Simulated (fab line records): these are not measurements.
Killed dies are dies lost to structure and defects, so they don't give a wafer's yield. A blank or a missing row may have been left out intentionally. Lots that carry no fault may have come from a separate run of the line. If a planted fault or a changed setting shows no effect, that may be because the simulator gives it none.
fab line records / flow rit_cmos
record lots=14 wafers=42 last_day=6
route steps=202 shown ACTIVE@4 M1@202
lots untouched by any fault: they come from a run of this same line in which no faults occurred
start_h: start of the lot's first displayed wafer, in hours after the record's first day / wait_h: how many hours have passed since the lot's step before this one / " identical to the entry in the row above / L1.1+2: several wafers, shown together as one row / - either no value or no given start / * or withheld: withheld / < > ~ a bound
route shown NAME@n: a module of which the file shows steps, and the number in the route of the first / usual: mean/standard deviation taken from wafers without a fault / same: alike in all rows / chamber/n: place in a boat / sites: per-site readings / _std_site: how widely they spread, as a standard deviation / _edge_site: mean of outer sites minus mean of inner sites / radius_mm: how far each site lies from the wafer's centre / mask NAME#n: copy n / behind: the tool/chamber that last shaped the wafer / hold: what put the lot on hold/how long, in hours/how the hold closed / device: names the non-switching transistor (n, p or np) / end of line: tests run on the same wafers once the route is complete / where a step has no rows: the recipe by itself / killed: count of dies lost to structure and defects at first sort (not the wafer's yield) / map: dies across one wafer; x = killed, . = not, _ = none there
set.NAME: the setting as run; set.NAME@STEP: as run at that earlier step / model.NAME: the simulator's own value behind a step, which no gauge read
route steps across a sampled set of lots; one table per step, one row per wafer
services: when a tool's chamber went out of use (start_h, in hours from the record's first day, below 0 if earlier), for how many hours, and the reason
## steps
# step RIT_ACTIVE_CVD_03
# recipe material=Si3N4 target_thk_nm=150 temp_c=810 precursor=SiH2Cl2/NH3 time_s=1500 pressure_mtorr=300 sih2cl2_flow_sccm=60 nh3_flow_sccm=150
# usual spike_tc_centre_C=812.8/1 spike_tc_load_C=836/3.7 spike_tc_source_C=836/4.1
# same time_s=1500
lot.wafer=L395.1 tool=lpcvd-01 chamber=1 start_h=12.11 wait_h=0.1 spike_tc_centre_C=812.0 spike_tc_load_C=839 spike_tc_source_C=833
lot.wafer=L395.4 tool=lpcvd-01 chamber=1 start_h=12.11 wait_h=0.1 spike_tc_centre_C=812.7 spike_tc_load_C=838 spike_tc_source_C=835
lot.wafer=L395.5 tool=lpcvd-01 chamber=1 start_h=12.11 wait_h=0.1 spike_tc_centre_C=812.4 spike_tc_load_C=838 spike_tc_source_C=834
lot.wafer=L396.1 tool=lpcvd-02 chamber=0 start_h=17.11 wait_h=0.1 spike_tc_centre_C=812.4 spike_tc_load_C=835 spike_tc_source_C=832
lot.wafer=L396.2 tool=lpcvd-02 chamber=0 start_h=17.11 wait_h=0.1 spike_tc_centre_C=811.5 spike_tc_load_C=836 spike_tc_source_C=830
lot.wafer=L396.5 tool=lpcvd-02 chamber=0 start_h=17.11 wait_h=0.1 spike_tc_centre_C=811.0 spike_tc_load_C=837 spike_tc_source_C=832
lot.wafer=L397.3 tool=lpcvd-01 chamber=1 start_h=22.11 wait_h=0.0 spike_tc_centre_C=813.1 spike_tc_load_C=838 spike_tc_source_C=833
lot.wafer=L397.4 tool=lpcvd-01 chamber=1 start_h=22.11 wait_h=0.0 spike_tc_centre_C=811.4 spike_tc_load_C=840 spike_tc_source_C=834
lot.wafer=L397.6 tool=lpcvd-01 chamber=1 start_h=22.11 wait_h=0.0 spike_tc_centre_C=813.8 spike_tc_load_C=840 spike_tc_source_C=833
lot.wafer=L398.1 tool=lpcvd-02 chamber=0 start_h=27.11 wait_h=0.1 spike_tc_centre_C=813.1 spike_tc_load_C=837 spike_tc_source_C=832
lot.wafer=L398.3 tool=lpcvd-02 chamber=0 start_h=27.11 wait_h=0.1 spike_tc_centre_C=812.1 spike_tc_load_C=835 spike_tc_source_C=830
lot.wafer=L398.4 tool=lpcvd-02 chamber=0 start_h=27.11 wait_h=0.1 spike_tc_centre_C=811.3 spike_tc_load_C=836 spike_tc_source_C=830
lot.wafer=L399.2 tool=lpcvd-02 chamber=1 start_h=32.11 wait_h=0.0 spike_tc_centre_C=814.8 spike_tc_load_C=834 spike_tc_source_C=844
lot.wafer=L399.5 tool=lpcvd-02 chamber=1 start_h=32.11 wait_h=0.0 spike_tc_centre_C=813.3 spike_tc_load_C=832 spike_tc_source_C=844
lot.wafer=L399.6 tool=lpcvd-02 chamber=1 start_h=32.11 wait_h=0.0 spike_tc_centre_C=812.7 spike_tc_load_C=832 spike_tc_source_C=842
lot.wafer=L400.1 tool=lpcvd-01 chamber=1 start_h=37.11 wait_h=0.1 spike_tc_centre_C=813.3 spike_tc_load_C=839 spike_tc_source_C=834
lot.wafer=L400.2 tool=lpcvd-01 chamber=1 start_h=37.11 wait_h=0.1 spike_tc_centre_C=811.8 spike_tc_load_C=839 spike_tc_source_C=834
lot.wafer=L400.5 tool=lpcvd-01 chamber=1 start_h=37.11 wait_h=0.1 spike_tc_centre_C=812.0 spike_tc_load_C=839 spike_tc_source_C=834
lot.wafer=L404.1 tool=lpcvd-02 chamber=0 start_h=57.11 wait_h=0.1 spike_tc_centre_C=813.0 spike_tc_load_C=836 spike_tc_source_C=831
lot.wafer=L404.2 tool=lpcvd-02 chamber=0 start_h=57.11 wait_h=0.1 spike_tc_centre_C=813.1 spike_tc_load_C=836 spike_tc_source_C=832
lot.wafer=L404.4 tool=lpcvd-02 chamber=0 start_h=57.11 wait_h=0.1 spike_tc_centre_C=813.0 spike_tc_load_C=837 spike_tc_source_C=830
lot.wafer=L405.1 tool=lpcvd-02 chamber=1 start_h=62.11 wait_h=0.1 spike_tc_centre_C=812.9 spike_tc_load_C=834 spike_tc_source_C=842
lot.wafer=L405.2 tool=lpcvd-02 chamber=1 start_h=62.11 wait_h=0.1 spike_tc_centre_C=813.6 spike_tc_load_C=832 spike_tc_source_C=842
lot.wafer=L405.3 tool=lpcvd-02 chamber=1 start_h=62.11 wait_h=0.1 spike_tc_centre_C=815.9 spike_tc_load_C=832 spike_tc_source_C=845
lot.wafer=L406.2 tool=lpcvd-01 chamber=1 start_h=68.35 wait_h=0.0 spike_tc_centre_C=812.1 spike_tc_load_C=840 spike_tc_source_C=835
lot.wafer=L406.3 tool=lpcvd-01 chamber=1 start_h=68.35 wait_h=0.0 spike_tc_centre_C=813.5 spike_tc_load_C=840 spike_tc_source_C=836
lot.wafer=L406.4 tool=lpcvd-01 chamber=1 start_h=68.35 wait_h=0.0 spike_tc_centre_C=813.3 spike_tc_load_C=840 spike_tc_source_C=835
lot.wafer=L407.2 tool=lpcvd-02 chamber=1 start_h=73.39 wait_h=0.0 spike_tc_centre_C=812.8 spike_tc_load_C=832 spike_tc_source_C=842
lot.wafer=L407.4 tool=lpcvd-02 chamber=1 start_h=73.39 wait_h=0.0 spike_tc_centre_C=813.1 spike_tc_load_C=834 spike_tc_source_C=841
lot.wafer=L407.5 tool=lpcvd-02 chamber=1 start_h=73.39 wait_h=0.0 spike_tc_centre_C=813.1 spike_tc_load_C=831 spike_tc_source_C=841
lot.wafer=L408.2 tool=lpcvd-01 chamber=0 start_h=77.97 wait_h=0.0 spike_tc_centre_C=813.5 spike_tc_load_C=831 spike_tc_source_C=833
lot.wafer=L408.3 tool=lpcvd-01 chamber=0 start_h=77.97 wait_h=0.0 spike_tc_centre_C=813.1 spike_tc_load_C=831 spike_tc_source_C=834
lot.wafer=L408.6 tool=lpcvd-01 chamber=0 start_h=77.97 wait_h=0.0 spike_tc_centre_C=812.8 spike_tc_load_C=829 spike_tc_source_C=835
lot.wafer=L411.2 tool=lpcvd-02 chamber=1 start_h=92.11 wait_h=0.0 spike_tc_centre_C=812.5 spike_tc_load_C=834 spike_tc_source_C=843
lot.wafer=L411.3 tool=lpcvd-02 chamber=1 start_h=92.11 wait_h=0.0 spike_tc_centre_C=815.9 spike_tc_load_C=830 spike_tc_source_C=842
lot.wafer=L411.6 tool=lpcvd-02 chamber=1 start_h=92.11 wait_h=0.0 spike_tc_centre_C=812.1 spike_tc_load_C=831 spike_tc_source_C=842
lot.wafer=L412.1 tool=lpcvd-01 chamber=1 start_h=97.11 wait_h=0.1 spike_tc_centre_C=823.1 spike_tc_load_C=852 spike_tc_source_C=848
lot.wafer=L412.5 tool=lpcvd-01 chamber=1 start_h=97.11 wait_h=0.1 spike_tc_centre_C=824.8 spike_tc_load_C=852 spike_tc_source_C=845
lot.wafer=L412.6 tool=lpcvd-01 chamber=1 start_h=97.11 wait_h=0.1 spike_tc_centre_C=824.3 spike_tc_load_C=853 spike_tc_source_C=846
lot.wafer=L413.1 tool=lpcvd-01 chamber=1 start_h=102.11 wait_h=0.1 spike_tc_centre_C=825.5 spike_tc_load_C=851 spike_tc_source_C=846
lot.wafer=L413.3 tool=lpcvd-01 chamber=1 start_h=102.11 wait_h=0.1 spike_tc_centre_C=824.5 spike_tc_load_C=852 spike_tc_source_C=846
lot.wafer=L413.6 tool=lpcvd-01 chamber=1 start_h=102.11 wait_h=0.1 spike_tc_centre_C=823.5 spike_tc_load_C=852 spike_tc_source_C=846
# step RIT_ACTIVE_THK_MEAS_04
# recipe reads=Si3N4_of_ACTIVE_CVD_03
# usual ACTIVE_NITRIDE_THK=149.7/1.6
lot.wafer=L395.1 tool=film_metro-03 chamber=- start_h=13.53 wait_h=0.0 ACTIVE_NITRIDE_THK[nm]=152.6
lot.wafer=L395.4 tool=film_metro-03 chamber=- start_h=13.53 wait_h=0.0 ACTIVE_NITRIDE_THK[nm]=154.2
lot.wafer=L395.5 tool=film_metro-03 chamber=- start_h=13.53 wait_h=0.0 ACTIVE_NITRIDE_THK[nm]=151.8
lot.wafer=L396.1 tool=film_metro-01 chamber=- start_h=19.24 wait_h=0.0 ACTIVE_NITRIDE_THK[nm]=151.5
lot.wafer=L396.2 tool=film_metro-01 chamber=- start_h=19.24 wait_h=0.0 ACTIVE_NITRIDE_THK[nm]=150.6
lot.wafer=L396.5 tool=film_metro-01 chamber=- start_h=19.24 wait_h=0.0 ACTIVE_NITRIDE_THK[nm]=151.2
lot.wafer=L397.3 tool=film_metro-03 chamber=- start_h=23.55 wait_h=0.0 ACTIVE_NITRIDE_THK[nm]=151.4
lot.wafer=L397.4 tool=film_metro-03 chamber=- start_h=23.55 wait_h=0.0 ACTIVE_NITRIDE_THK[nm]=151.0
lot.wafer=L397.6 tool=film_metro-03 chamber=- start_h=23.55 wait_h=0.0 ACTIVE_NITRIDE_THK[nm]=150.8
lot.wafer=L398.1 tool=film_metro-01 chamber=- start_h=28.53 wait_h=0.0 ACTIVE_NITRIDE_THK[nm]=152.4
lot.wafer=L398.3 tool=film_metro-01 chamber=- start_h=28.53 wait_h=0.0 ACTIVE_NITRIDE_THK[nm]=151.5
lot.wafer=L398.4 tool=film_metro-01 chamber=- start_h=28.53 wait_h=0.0 ACTIVE_NITRIDE_THK[nm]=152.0
lot.wafer=L399.2 tool=film_metro-03 chamber=- start_h=33.54 wait_h=0.0 ACTIVE_NITRIDE_THK[nm]=151.4
lot.wafer=L399.5 tool=film_metro-03 chamber=- start_h=33.54 wait_h=0.0 ACTIVE_NITRIDE_THK[nm]=151.6
lot.wafer=L399.6 tool=film_metro-03 chamber=- start_h=33.54 wait_h=0.0 ACTIVE_NITRIDE_THK[nm]=150.3
lot.wafer=L400.1 tool=film_metro-01 chamber=- start_h=38.53 wait_h=0.0 ACTIVE_NITRIDE_THK[nm]=149.4
lot.wafer=L400.2 tool=film_metro-01 chamber=- start_h=38.53 wait_h=0.0 ACTIVE_NITRIDE_THK[nm]=148.5
lot.wafer=L400.5 tool=film_metro-01 chamber=- start_h=38.53 wait_h=0.0 ACTIVE_NITRIDE_THK[nm]=148.7
lot.wafer=L404.1 tool=film_metro-01 chamber=- start_h=58.53 wait_h=0.0 ACTIVE_NITRIDE_THK[nm]=150.4
lot.wafer=L404.2 tool=film_metro-01 chamber=- start_h=58.53 wait_h=0.0 ACTIVE_NITRIDE_THK[nm]=151.1
lot.wafer=L404.4 tool=film_metro-01 chamber=- start_h=58.53 wait_h=0.0 ACTIVE_NITRIDE_THK[nm]=149.6
lot.wafer=L405.1 tool=film_metro-01 chamber=- start_h=63.53 wait_h=0.0 ACTIVE_NITRIDE_THK[nm]=148.4
lot.wafer=L405.2 tool=film_metro-01 chamber=- start_h=63.53 wait_h=0.0 ACTIVE_NITRIDE_THK[nm]=148.0
lot.wafer=L405.3 tool=film_metro-01 chamber=- start_h=63.53 wait_h=0.0 ACTIVE_NITRIDE_THK[nm]=147.7
lot.wafer=L406.2 tool=film_metro-02 chamber=- start_h=70.49 wait_h=0.0 ACTIVE_NITRIDE_THK[nm]=150.6
lot.wafer=L406.3 tool=film_metro-02 chamber=- start_h=70.49 wait_h=0.0 ACTIVE_NITRIDE_THK[nm]=151.1
lot.wafer=L406.4 tool=film_metro-02 chamber=- start_h=70.49 wait_h=0.0 ACTIVE_NITRIDE_THK[nm]=149.8
lot.wafer=L407.2 tool=film_metro-02 chamber=- start_h=74.82 wait_h=0.0 ACTIVE_NITRIDE_THK[nm]=150.1
lot.wafer=L407.4 tool=film_metro-02 chamber=- start_h=74.82 wait_h=0.0 ACTIVE_NITRIDE_THK[nm]=151.2
lot.wafer=L407.5 tool=film_metro-02 chamber=- start_h=74.82 wait_h=0.0 ACTIVE_NITRIDE_THK[nm]=149.6
lot.wafer=L408.2 tool=film_metro-02 chamber=- start_h=79.39 wait_h=0.0 ACTIVE_NITRIDE_THK[nm]=146.2
lot.wafer=L408.3 tool=film_metro-02 chamber=- start_h=79.39 wait_h=0.0 ACTIVE_NITRIDE_THK[nm]=148.0
lot.wafer=L408.6 tool=film_metro-02 chamber=- start_h=79.39 wait_h=0.0 ACTIVE_NITRIDE_THK[nm]=149.1
lot.wafer=L411.2 tool=film_metro-02 chamber=- start_h=93.54 wait_h=0.0 ACTIVE_NITRIDE_THK[nm]=152.1
lot.wafer=L411.3 tool=film_metro-02 chamber=- start_h=93.54 wait_h=0.0 ACTIVE_NITRIDE_THK[nm]=153.4
lot.wafer=L411.6 tool=film_metro-02 chamber=- start_h=93.54 wait_h=0.0 ACTIVE_NITRIDE_THK[nm]=151.6
lot.wafer=L412.1 tool=film_metro-01 chamber=- start_h=98.53 wait_h=0.0 ACTIVE_NITRIDE_THK[nm]=184.0
lot.wafer=L412.5 tool=film_metro-01 chamber=- start_h=98.53 wait_h=0.0 ACTIVE_NITRIDE_THK[nm]=185.5
lot.wafer=L412.6 tool=film_metro-01 chamber=- start_h=98.53 wait_h=0.0 ACTIVE_NITRIDE_THK[nm]=185.6
lot.wafer=L413.1 tool=film_metro-03 chamber=- start_h=103.53 wait_h=0.0 ACTIVE_NITRIDE_THK[nm]=183.2
lot.wafer=L413.3 tool=film_metro-03 chamber=- start_h=103.53 wait_h=0.0 ACTIVE_NITRIDE_THK[nm]=182.4
lot.wafer=L413.6 tool=film_metro-03 chamber=- start_h=103.53 wait_h=0.0 ACTIVE_NITRIDE_THK[nm]=181.8
# step RIT_ACTIVE_ETCH_13
# recipe stop_on=SiO2 chemistry=SF6 target=Si3N4 time_s=210 over_etch_frac=0.4 SF6_flow_sccm=200 pressure_mtorr=260 rf_w=125 target_depth_a=2100
# usual drypump_motor_current_A=5.8/0.44 oes_product_au=0.817/0.013 throttle_valve_pct=7.43/0.14
# same time_s=210
lot.wafer=L395.1 tool=rie_diel-01 chamber=0 start_h=14.71 wait_h=0.1 drypump_motor_current_A=5.4 oes_product_au=0.808 rf_hours_counter_h=65 throttle_valve_pct=7.55
lot.wafer=L395.4 tool=rie_diel-01 chamber=2 start_h=14.71 wait_h=0.1 drypump_motor_current_A=5.4 oes_product_au=0.825 rf_hours_counter_h=122 throttle_valve_pct=7.19
lot.wafer=L395.5 tool=rie_diel-01 chamber=1 start_h=14.71 wait_h=0.1 drypump_motor_current_A=5.7 oes_product_au=0.822 rf_hours_counter_h=- throttle_valve_pct=7.64
lot.wafer=L396.1 tool=rie_diel-04 chamber=2 start_h=20.54 wait_h=0.1 drypump_motor_current_A=5.4 oes_product_au=0.822 rf_hours_counter_h=71 throttle_valve_pct=7.41
lot.wafer=L396.2 tool=rie_diel-04 chamber=3 start_h=20.54 wait_h=0.1 drypump_motor_current_A=5.8 oes_product_au=0.812 rf_hours_counter_h=61 throttle_valve_pct=7.28
lot.wafer=L396.5 tool=rie_diel-04 chamber=3 start_h=20.54 wait_h=0.1 drypump_motor_current_A=5.7 oes_product_au=0.813 rf_hours_counter_h=- throttle_valve_pct=7.27
lot.wafer=L397.3 tool=rie_diel-03 chamber=0 start_h=24.71 wait_h=0.1 drypump_motor_current_A=5.3 oes_product_au=0.814 rf_hours_counter_h=166 throttle_valve_pct=7.50
lot.wafer=L397.4 tool=rie_diel-03 chamber=3 start_h=24.71 wait_h=0.1 drypump_motor_current_A=6.5 oes_product_au=0.830 rf_hours_counter_h=137 throttle_valve_pct=7.55
lot.wafer=L397.6 tool=rie_diel-03 chamber=2 start_h=24.71 wait_h=0.1 drypump_motor_current_A=6.3 oes_product_au=0.838 rf_hours_counter_h=- throttle_valve_pct=7.40
lot.wafer=L398.1 tool=rie_diel-01 chamber=1 start_h=29.71 wait_h=0.1 drypump_motor_current_A=5.7 oes_product_au=0.822 rf_hours_counter_h=69 throttle_valve_pct=7.62
lot.wafer=L398.3 tool=rie_diel-01 chamber=3 start_h=29.71 wait_h=0.1 drypump_motor_current_A=6.7 oes_product_au=0.836 rf_hours_counter_h=2 throttle_valve_pct=7.37
lot.wafer=L398.4 tool=rie_diel-01 chamber=0 start_h=29.71 wait_h=0.1 drypump_motor_current_A=5.4 oes_product_au=0.807 rf_hours_counter_h=65 throttle_valve_pct=7.53
lot.wafer=L399.2 tool=rie_diel-04 chamber=1 start_h=34.83 wait_h=0.1 drypump_motor_current_A=5.9 oes_product_au=0.829 rf_hours_counter_h=10 throttle_valve_pct=7.54
lot.wafer=L399.5 tool=rie_diel-04 chamber=1 start_h=34.83 wait_h=0.1 drypump_motor_current_A=5.9 oes_product_au=0.830 rf_hours_counter_h=- throttle_valve_pct=7.54
lot.wafer=L399.6 tool=rie_diel-04 chamber=2 start_h=34.83 wait_h=0.1 drypump_motor_current_A=5.4 oes_product_au=0.836 rf_hours_counter_h=- throttle_valve_pct=7.41
lot.wafer=L400.1 tool=rie_diel-04 chamber=2 start_h=39.71 wait_h=0.1 drypump_motor_current_A=5.4 oes_product_au=0.822 rf_hours_counter_h=72 throttle_valve_pct=7.41
lot.wafer=L400.2 tool=rie_diel-04 chamber=3 start_h=39.71 wait_h=0.1 drypump_motor_current_A=5.8 oes_product_au=0.797 rf_hours_counter_h=61 throttle_valve_pct=7.26
lot.wafer=L400.5 tool=rie_diel-04 chamber=2 start_h=39.71 wait_h=0.1 drypump_motor_current_A=5.4 oes_product_au=0.824 rf_hours_counter_h=- throttle_valve_pct=7.43
lot.wafer=L404.1 tool=rie_diel-01 chamber=2 start_h=59.71 wait_h=0.1 drypump_motor_current_A=5.4 oes_product_au=0.810 rf_hours_counter_h=123 throttle_valve_pct=7.21
lot.wafer=L404.2 tool=rie_diel-01 chamber=0 start_h=59.71 wait_h=0.1 drypump_motor_current_A=5.4 oes_product_au=0.804 rf_hours_counter_h=66 throttle_valve_pct=7.53
lot.wafer=L404.4 tool=rie_diel-01 chamber=2 start_h=59.71 wait_h=0.1 drypump_motor_current_A=5.4 oes_product_au=0.808 rf_hours_counter_h=- throttle_valve_pct=7.21
lot.wafer=L405.1 tool=rie_diel-01 chamber=0 start_h=64.78 wait_h=0.1 drypump_motor_current_A=5.4 oes_product_au=0.792 rf_hours_counter_h=66 throttle_valve_pct=7.53
lot.wafer=L405.2 tool=rie_diel-01 chamber=3 start_h=64.78 wait_h=0.1 drypump_motor_current_A=6.6 oes_product_au=0.824 rf_hours_counter_h=3 throttle_valve_pct=7.38
lot.wafer=L405.3 tool=rie_diel-01 chamber=2 start_h=64.78 wait_h=0.1 drypump_motor_current_A=5.4 oes_product_au=0.796 rf_hours_counter_h=123 throttle_valve_pct=7.21
lot.wafer=L406.2 tool=rie_diel-03 chamber=1 start_h=71.66 wait_h=0.1 drypump_motor_current_A=5.5 oes_product_au=0.820 rf_hours_counter_h=116 throttle_valve_pct=7.54
lot.wafer=L406.3 tool=rie_diel-03 chamber=3 start_h=71.66 wait_h=0.1 drypump_motor_current_A=6.5 oes_product_au=0.838 rf_hours_counter_h=138 throttle_valve_pct=7.57
lot.wafer=L406.4 tool=rie_diel-03 chamber=1 start_h=71.66 wait_h=0.1 drypump_motor_current_A=5.6 oes_product_au=0.815 rf_hours_counter_h=- throttle_valve_pct=7.53
lot.wafer=L407.2 tool=rie_diel-03 chamber=1 start_h=76.22 wait_h=0.1 drypump_motor_current_A=5.6 oes_product_au=0.819 rf_hours_counter_h=116 throttle_valve_pct=7.54
lot.wafer=L407.4 tool=rie_diel-03 chamber=3 start_h=76.22 wait_h=0.1 drypump_motor_current_A=6.5 oes_product_au=0.823 rf_hours_counter_h=- throttle_valve_pct=7.57
lot.wafer=L407.5 tool=rie_diel-03 chamber=1 start_h=76.22 wait_h=0.1 drypump_motor_current_A=5.6 oes_product_au=0.814 rf_hours_counter_h=- throttle_valve_pct=7.54
lot.wafer=L408.2 tool=rie_diel-04 chamber=1 start_h=80.69 wait_h=0.1 drypump_motor_current_A=5.9 oes_product_au=0.824 rf_hours_counter_h=11 throttle_valve_pct=7.53
lot.wafer=L408.3 tool=rie_diel-04 chamber=3 start_h=80.69 wait_h=0.1 drypump_motor_current_A=5.8 oes_product_au=0.805 rf_hours_counter_h=62 throttle_valve_pct=7.27
lot.wafer=L408.6 tool=rie_diel-04 chamber=1 start_h=80.69 wait_h=0.1 drypump_motor_current_A=5.8 oes_product_au=0.814 rf_hours_counter_h=- throttle_valve_pct=7.53
lot.wafer=L411.2 tool=rie_diel-01 chamber=0 start_h=94.83 wait_h=0.1 drypump_motor_current_A=5.4 oes_product_au=0.795 rf_hours_counter_h=66 throttle_valve_pct=7.54
lot.wafer=L411.3 tool=rie_diel-01 chamber=3 start_h=94.83 wait_h=0.1 drypump_motor_current_A=6.6 oes_product_au=0.841 rf_hours_counter_h=3 throttle_valve_pct=7.37
lot.wafer=L411.6 tool=rie_diel-01 chamber=2 start_h=94.83 wait_h=0.1 drypump_motor_current_A=5.4 oes_product_au=0.819 rf_hours_counter_h=- throttle_valve_pct=7.20
lot.wafer=L412.1 tool=rie_diel-01 chamber=2 start_h=100.01 wait_h=0.1 drypump_motor_current_A=5.4 oes_product_au=0.915 rf_hours_counter_h=123 throttle_valve_pct=7.21
lot.wafer=L412.5 tool=rie_diel-01 chamber=1 start_h=100.01 wait_h=0.1 drypump_motor_current_A=5.7 oes_product_au=0.916 rf_hours_counter_h=- throttle_valve_pct=7.63
lot.wafer=L412.6 tool=rie_diel-01 chamber=0 start_h=100.01 wait_h=0.1 drypump_motor_current_A=5.4 oes_product_au=0.900 rf_hours_counter_h=- throttle_valve_pct=7.54
lot.wafer=L413.1 tool=rie_diel-04 chamber=0 start_h=104.76 wait_h=0.1 drypump_motor_current_A=5.6 oes_product_au=0.908 rf_hours_counter_h=0 throttle_valve_pct=7.68
lot.wafer=L413.3 tool=rie_diel-04 chamber=1 start_h=104.76 wait_h=0.1 drypump_motor_current_A=5.9 oes_product_au=0.924 rf_hours_counter_h=12 throttle_valve_pct=7.54
lot.wafer=L413.6 tool=rie_diel-04 chamber=0 start_h=104.76 wait_h=0.1 drypump_motor_current_A=5.6 oes_product_au=0.907 rf_hours_counter_h=- throttle_valve_pct=7.70
# step RIT_M1_PROBE_99
# usual killed_at_M0_to_M3=0.0/0.14 killed_at_contacts=0.0/0.22 killed_at_front_end=6.9/3 killed_dies=6.9/3 killed_open=3.5/2 killed_short=3.4/2.1
# same gross_dies=264 killed_at_M4_up=0 killed_at_back_side=0 killed_at_other=0
lot.wafer=L413.3 tool=prober-01 chamber=- start_h=146.74 wait_h=0.2 killed_at_M0_to_M3=0 killed_at_contacts=0 killed_at_front_end=4 killed_dies=4 killed_open=2 killed_short=2
lot.wafer=L413.6 tool=prober-01 chamber=- start_h=146.89 wait_h=0.2 killed_at_M0_to_M3=0 killed_at_contacts=0 killed_at_front_end=8 killed_dies=8 killed_open=4 killed_short=4
# killed by level:class
L413.3 FOX1:geometric_particle:open=1 GATE:geometric_particle:short=1 SPACER:geometric_particle:short=1 SPACER:geometric_particle:open=1
L413.6 GATE:geometric_particle:open=2 FOX1:geometric_particle:short=1 FOX2:geometric_particle:open=1 GATE:geometric_particle:short=1 REOX:geometric_particle:short=1 REOX:geometric_particle:open=1 SILICIDE:geometric_particle:short=1
## services
tool=rie_diel-04 chamber=0 start_h=12.72 hours=49.8 kind=repair
tool=rie_diel-03 chamber=- start_h=13.86 hours=3.2 kind=repair
tool=rie_diel-04 chamber=3 start_h=22.06 hours=12.6 kind=repair
tool=rie_diel-01 chamber=- start_h=31.44 hours=0.4 kind=repair
tool=rie_diel-01 chamber=2 start_h=48.18 hours=1.8 kind=repair
tool=rie_diel-04 chamber=- start_h=54.48 hours=0.2 kind=repair
tool=rie_diel-01 chamber=1 start_h=59.16 hours=34.2 kind=repair
tool=rie_diel-01 chamber=- start_h=66.61 hours=14.6 kind=pm
tool=rie_diel-03 chamber=0 start_h=68.01 hours=- kind=clean
tool=rie_diel-03 chamber=0 start_h=68.01 hours=17.0 kind=scheduled_down
tool=rie_diel-03 chamber=0 start_h=68.01 hours=17.0 kind=vent_cycle
tool=lpcvd-01 chamber=- start_h=70.48 hours=6.1 kind=pm
tool=rie_diel-04 chamber=0 start_h=72.87 hours=- kind=clean
tool=rie_diel-04 chamber=0 start_h=72.87 hours=25.2 kind=scheduled_down
tool=rie_diel-04 chamber=0 start_h=72.87 hours=25.2 kind=vent_cycle
tool=rie_diel-04 chamber=2 start_h=85.36 hours=21.6 kind=repair
## key
first_sign step=RIT_ACTIVE_CVD_03 reading=spike_tc_centre_C direction=up sigmas=11 usual=812.8 struck=824.3
effect step=RIT_ACTIVE_CVD_03 reading=spike_tc_load_C direction=up sigmas=4.4 usual=836 struck=852
effect step=RIT_ACTIVE_THK_MEAS_04 reading=ACTIVE_NITRIDE_THK direction=up sigmas=21 usual=149.7 struck=183.8
effect step=RIT_ACTIVE_ETCH_13 reading=oes_product_au direction=up sigmas=7.1 usual=0.817 struck=0.912
met_at RIT_ACTIVE_CVD_03
struck_lots L412,L413
struck_wafers L412.1,L412.5,L412.6,L413.1,L413.3,L413.6
tester_left_out L412,L413
onset_between 68.35 97.11
fault kind=process_parameter_drift tool=lpcvd-01 chamber=1 onset_h=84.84 steps=RIT_ACTIVE_CVD_03 channel=temp_c offset=* shape=step end_h=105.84 acts_in=* stated=*
# tester_left_out: of these lots the tester's yield and bins aren't shown, on N5 and GAA mostly nor the transistor test; their killed dies are dies lost to structure and defects alone, not to doping, threshold or leakage, so they don't give the yield
